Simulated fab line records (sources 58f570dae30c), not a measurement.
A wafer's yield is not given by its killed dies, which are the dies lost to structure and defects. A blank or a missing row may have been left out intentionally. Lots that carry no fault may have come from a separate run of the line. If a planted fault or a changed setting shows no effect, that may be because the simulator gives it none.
Split-lot trial	flow berkeley-cmos170	on a route of 331 steps: 5 lots, 23 wafers read

## ON THE SPLIT
At UCB170_M1_EXPOSE_06 (exposes mask METAL1, target cd 700 nm), the setting dose-mj was moved away from the recipe's 21 on 8 of the 23 wafers read, by -4.1% to +3.7%. For the rest of the wafers, this setting stayed at what the recipe calls for.

## FROM THE SPLIT TO THE READING: what the file shows between them, 6 steps
- UCB170_M1_PEB_07
- UCB170_M1_DEVELOP_08: develop time 45 s
- UCB170_M1_CD_MEAS_09: target cd 700 nm
- UCB170_M1_ETCH_11: etches BARC in N2/H2
- UCB170_M1_METAL_ETCH_12: etches Al in Cl2/BCl3, stops on PSG, target depth 780 nm, time 130 s
- UCB170_M1_STRIP_13: strips in O2

## THE READING
Shown in nm: cd-nm at UCB170_M1_CD_MEAS_90, with target cd 700 nm. On this fab line, fault-free wafers typically give 699.4 nm with a standard deviation of 2 nm.

wafer	tool, chamber at the split	dose-mj as run	against the recipe	cd-nm, nm	against lot-mates on the recipe
L077.2	krf-scanner-02, 0	21	recipe	699.7	-
L077.3	krf-scanner-02, 0	21	recipe	698.6	-
L077.5	krf-scanner-02, 0	21	recipe	697.1	-
L081.1	krf-scanner-01, 0	21	recipe	701.4	-
L081.2	krf-scanner-01, 0	20.24	-3.6%	707.4	+7.1
L081.4	krf-scanner-01, 0	21	recipe	701.0	-
L081.5	krf-scanner-01, 0	21	recipe	698.6	-
L081.6	krf-scanner-01, 0	20.24	-3.6%	707.5	+7.2
L083.1	krf-scanner-01, 0	21	recipe	699.7	-
L083.2	krf-scanner-01, 0	20.13	-4.1%	707.3	+8.5
L083.3	krf-scanner-01, 0	20.13	-4.1%	706.1	+7.3
L083.4	krf-scanner-01, 0	20.13	-4.1%	706.8	+8.0
L083.5	krf-scanner-01, 0	21	recipe	697.9	-
L082.1	krf-scanner-01, 0	21	recipe	700.6	-
L082.2	krf-scanner-01, 0	21.77	+3.7%	693.9	-7.1
L082.3	krf-scanner-01, 0	21.77	+3.7%	693.7	-7.3
L082.4	krf-scanner-01, 0	21.77	+3.7%	693.6	-7.4
L082.5	krf-scanner-01, 0	21	recipe	701.4	-
L084.1	krf-scanner-02, 0	21	recipe	700.9	-
L084.3	krf-scanner-02, 0	21	recipe	700.9	-
L084.4	krf-scanner-02, 0	21	recipe	700.4	-
L084.5	krf-scanner-02, 0	21	recipe	701.8	-
L084.6	krf-scanner-02, 0	21	recipe	700.3	-

FIT RESULTS
A straight line over all 23 wafers: cd-nm changes by -1.75 nm for each +1% of dose-mj; r = -0.96; the points scatter about the line by 1.2 nm.
The same after taking each lot's own level away (the mean of its wafers on the recipe; 23 wafers): -1.95 nm for each +1%; r = -0.99; scatter 0.76 nm.
That fit puts the effect of the largest move of dose-mj on the reading at 8.1 nm.
Across the lots, their own levels run from 698.47 to 701.00 nm, a range of 1.3 times the standard deviation given above.
Thus the slope moves with the lot-to-lot level: the two fits are different.
Check: +7.97 nm against its lot-mates is what the line predicts for one of the wafers moved furthest among these (-4.1%) when that wafer is left out of the fit. It came out at +8.5 nm against them.

## THE OTHER SPLITS THESE WAFERS WENT THROUGH
These wafers also went through other splits before the reading. Each is held against what the fit with the lots' levels taken away leaves over:
other split on the same wafers	wafers away from the commonest value	r with cd-nm (lot level and that fit taken away)
UCB170_NLDD_IMPLANT_09 dose-cm2	5	+0.10
UCB170_NSD_PEB_04 peb-temp-c	7	+0.26
UCB170_BACKSIDE_STRIP_03 power-w	9	+0.31
UCB170_CONTACT_COAT_04 spin-rpm	8	-0.17

## THE WHOLE CHAIN: every reading that the file lists as answering this split, in the file's order
step	what it does	reading	change (the file's fit)	r (the file's)
UCB170_M1_CD_MEAS_09	target cd 700 nm	cd-nm	-1.78 nm for each +1% of the setting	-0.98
UCB170_M1_ETCH_11	etches BARC in N2/H2	M1.cd-nm (the simulator's own value, which no gauge read)	-1.74 nm for each +1% of the setting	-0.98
UCB170_M1_METAL_ETCH_12	etches Al in Cl2/BCl3, stops on PSG, target depth 780 nm, time 130 s	M1.cd-nm (the simulator's own value, which no gauge read)	-1.95 nm for each +1% of the setting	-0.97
UCB170_M1_CD_MEAS_90	target cd 700 nm	cd-nm	-1.95 nm for each +1% of the setting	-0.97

## FILE'S OWN FIT
cd-nm changes by -1.95 nm for each +1% of dose-mj, r = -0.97.
